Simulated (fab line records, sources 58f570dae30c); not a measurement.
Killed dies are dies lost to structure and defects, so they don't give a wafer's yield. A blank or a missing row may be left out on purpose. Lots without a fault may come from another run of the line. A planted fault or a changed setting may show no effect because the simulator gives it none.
Split-lot experiment | flow berkeley_cmos170 | 5 lots, 23 wafers read, on a route of 331 steps

THE SPLIT
At UCB170_PSD_EXPOSE_03 (exposes mask PSELECT MOD, target cd 1200 nm), the setting dose_mj was moved away from the recipe's 30 on 8 of the 23 wafers read, by -6.5% to +5.4%. The other wafers ran this setting at the recipe's value.

FROM THE SPLIT TO THE READING: what the file shows between them, 2 steps
- UCB170_PSD_PEB_04
- UCB170_PSD_DEVELOP_05: develop time 45 s

THE READING
cd_nm, in nm, at UCB170_PSD_CD_MEAS_06 (target cd 1200 nm). Fault-free wafers of this fab line usually give 1200.1 nm, standard deviation 2.1 nm.

wafer  | tool, chamber at the split | dose_mj as run | against the recipe | cd_nm, nm | against lot-mates on the recipe
L074.1 | krf_scanner-02, 0          | 28.04          | -6.5%              | 1189.9    | -11.6
L074.2 | krf_scanner-02, 0          | 28.04          | -6.5%              | 1189.4    | -12.1
L074.3 | krf_scanner-02, 0          | 30             | recipe             | 1202.3    | -
L074.5 | krf_scanner-02, 0          | 30             | recipe             | 1200.7    | -
L074.6 | krf_scanner-02, 0          | 28.04          | -6.5%              | 1189.3    | -12.2
L078.1 | krf_scanner-02, 0          | 30             | recipe             | 1200.0    | -
L078.2 | krf_scanner-02, 0          | 30             | recipe             | 1200.7    | -
L078.3 | krf_scanner-02, 0          | 30             | recipe             | 1201.0    | -
L078.4 | krf_scanner-02, 0          | 30             | recipe             | 1200.7    | -
L078.6 | krf_scanner-02, 0          | 30             | recipe             | 1201.7    | -
L079.1 | krf_scanner-02, 0          | 31.14          | +3.8%              | 1204.3    | +7.6
L079.2 | krf_scanner-02, 0          | 31.14          | +3.8%              | 1203.3    | +6.6
L079.3 | krf_scanner-02, 0          | 30             | recipe             | 1196.6    | -
L079.4 | krf_scanner-02, 0          | 30             | recipe             | 1196.7    | -
L079.6 | krf_scanner-02, 0          | 31.14          | +3.8%              | 1205.4    | +8.8
L081.1 | krf_scanner-02, 0          | 31.63          | +5.4%              | 1209.8    | +8.8
L081.2 | krf_scanner-02, 0          | 31.63          | +5.4%              | 1209.0    | +8.0
L081.3 | krf_scanner-02, 0          | 30             | recipe             | 1200.7    | -
L081.4 | krf_scanner-02, 0          | 30             | recipe             | 1201.3    | -
L081.6 | krf_scanner-02, 0          | 30             | recipe             | 1200.9    | -
L082.3 | krf_scanner-02, 0          | 30             | recipe             | 1204.6    | -
L082.4 | krf_scanner-02, 0          | 30             | recipe             | 1203.0    | -
L082.5 | krf_scanner-02, 0          | 30             | recipe             | 1203.1    | -

THE FIT
A straight line over all 23 wafers: cd_nm changes by +1.54 nm for each +1% of dose_mj; r = +0.93; the points scatter about the line by 2 nm.
The same after taking each lot's own level away (the mean of its wafers on the recipe; 23 wafers): +1.8 nm for each +1%; r = +0.99; scatter 0.79 nm.
On that fit, the largest move of dose_mj shifts the reading by 12 nm.
The lots' own levels span 1196.65 to 1203.57 nm, that is 3.3 times the standard deviation above.
So the lot-to-lot level changes the slope: the two fits differ.
Check: with one of the wafers moved furthest among these (-6.5%) left out of the fit, the line predicts -11.8 nm for it against its lot-mates. It came out at -11.6 nm against them.

OTHER SPLITS ON THESE WAFERS
These wafers also went through other splits before the reading. Each is held against what the fit with the lots' levels taken away leaves over:
other split on the same wafers       | wafers away from the commonest value | r with cd_nm (lot level and that fit taken away)
UCB170_PWELL_OXIDATION_02 temp_c     | 15                                   | +0.20
UCB170_ACTIVE_OXIDATION_02 ox_time_s | 18                                   | +0.03
UCB170_PFIELD_COAT_01 spin_rpm       | 8                                    | -0.08
UCB170_FIELD_OXIDATION_01 ox_time_s  | 10                                   | +0.26
UCB170_PVT_IMPLANT_07 dose_cm2       | 11                                   | -0.34
UCB170_PVT_STRIP_08 o2_flow_sccm     | 9                                    | -0.41
UCB170_NLDD_COAT_01 resist_thk_nm    | 5                                    | +0.20

THE FILE'S OWN FIT
cd_nm changes by +1.77 nm for each +1% of dose_mj, r = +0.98.
